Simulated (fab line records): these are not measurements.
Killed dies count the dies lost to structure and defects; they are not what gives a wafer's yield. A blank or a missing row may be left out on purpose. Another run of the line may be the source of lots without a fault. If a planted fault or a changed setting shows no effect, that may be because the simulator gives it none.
Problem report, 8D (eight disciplines) form, completed by code || flow ritCmos || the parts of the form that need people (team, actions taken, sign-off) are left out

== 1. THE ISSUE ==
M1_AL_RS at RIT_M1_RS_MEAS_01 reads a mean of 0.0653 ohm/sq on 2 wafers of 2 lots; wafers without a fault read 0.0735 ohm/sq with a standard deviation of 0.00081. Measured from the usual mean, that is -10 standard deviations.
The step: measures by four-point-probe.
Earliest sighting: wafer L752.1 on filmMetro-01 at day 5 16:37. The record holds 42 wafers of 14 lots with a number at this step. Rule for "out" (also "out of limits"): further than 4 standard deviations from the usual mean. Any other wafer with a number is counted as sound.

== 2. WHAT THIS IS AND IS NOT ==
{"question": "which readings at this step", "is": "M1_AL_RS", "is not": "-"}
{"question": "which lots", "is": "L752, L754", "is not": "L741, L742, L743, L744, L748, L749, L753, L755, L758, L760, L762, L763"}
{"question": "which wafers of those lots", "is": "L752.1, L754.2", "is not": "L752.3, L752.6, L754.4, L754.6"}
{"question": "read on which gauges", "is": "filmMetro-01, filmMetro-02", "is not": "filmMetro-04"}
{"question": "when", "is": "from day 5 16:37", "is not": "up to then (20 sound wafers); but 20 sound wafers of L753, L754, L755, L758, L760, L762, L763 came after"}

== 3. SUSPECTS, AND WHAT RULES EACH OUT ==
Counting: a tool at a process step up to the reading stays a suspect if it ran every lot that is out. Sound lots after the first of them don't rule it out here, since some wafers of a struck lot are sound.
- the gauge at RIT_M1_RS_MEAS_01: ruled out. Those wafers that are out were read across 2 gauges (filmMetro-01, filmMetro-02).
- pvdSputter-01 at RIT_M1_SPUTTER_00 (material Al, target thk 400 nm, time 500 s): kept. Ran every lot that is out, first one L752 (day 5 16:20); last sound lot up to then L744 (day 3 20:48).
After counting, what remains is pvdSputter-01 at RIT_M1_SPUTTER_00.

== 4. THE CAUSE (what the simulator had put in) ==
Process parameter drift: pvdSputter-01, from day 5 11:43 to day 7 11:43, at RIT_M1_SPUTTER_00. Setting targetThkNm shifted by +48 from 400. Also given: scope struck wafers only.
The count eliminated every tool but this one.

== 5. THE EFFECT CHAIN, in route order ==
Rows list readings where the struck wafers' mean (over those with a number) sits beyond 3 standard deviations from the usual. Readings are gone through only where the record gives a usual standard deviation; hours: the median, over the lots, of the time from a lot's start at the first step in this table giving one to that lot's start at this step; sigmas: the change measured in usual standard deviations.
{"hours": 0, "step": "RIT_M1_RS_MEAS_01", "reading": "M1_AL_RS", "usual": "0.0735 ohm/sq", "on struck wafers": 0.0653, "change": -0.0082, "sigmas": -10}
{"hours": 4, "step": "RIT_M1_THK_MEAS_02", "reading": "M1_AL_THK", "usual": "401 nm", "on struck wafers": 452, "change": "+50", "sigmas": "+9.0"}
{"hours": 9, "step": "RIT_M1_METAL_ETCH_12", "reading": "oesProductAu", "usual": "0.769 a.u.", "on struck wafers": 0.829, "change": "+0.060", "sigmas": "+5.5"}
It contains these process steps:
- RIT_M1_METAL_ETCH_12: etches Al in Cl2/BCl3, stops on SiO2, time 165 s, target depth 600 nm.

== 6. HOW IT WOULD HAVE BEEN CAUGHT EARLIER ==
Counted from the fault's start at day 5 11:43, it took 5 hours until the first out-of-limits reading at a measuring or inspecting step in this record, taken at day 5 16:37.
Of the tool readings at RIT_M1_SPUTTER_00 for which the record gives a usual standard deviation, none was out on any struck wafer, so an alarm limit of 4 standard deviations on them would not have fired.
Among the 2 lots that are out, L754 began RIT_M1_SPUTTER_00 on pvdSputter-01 after day 5 16:37. Had the tool been put on hold then, it would have been spared.
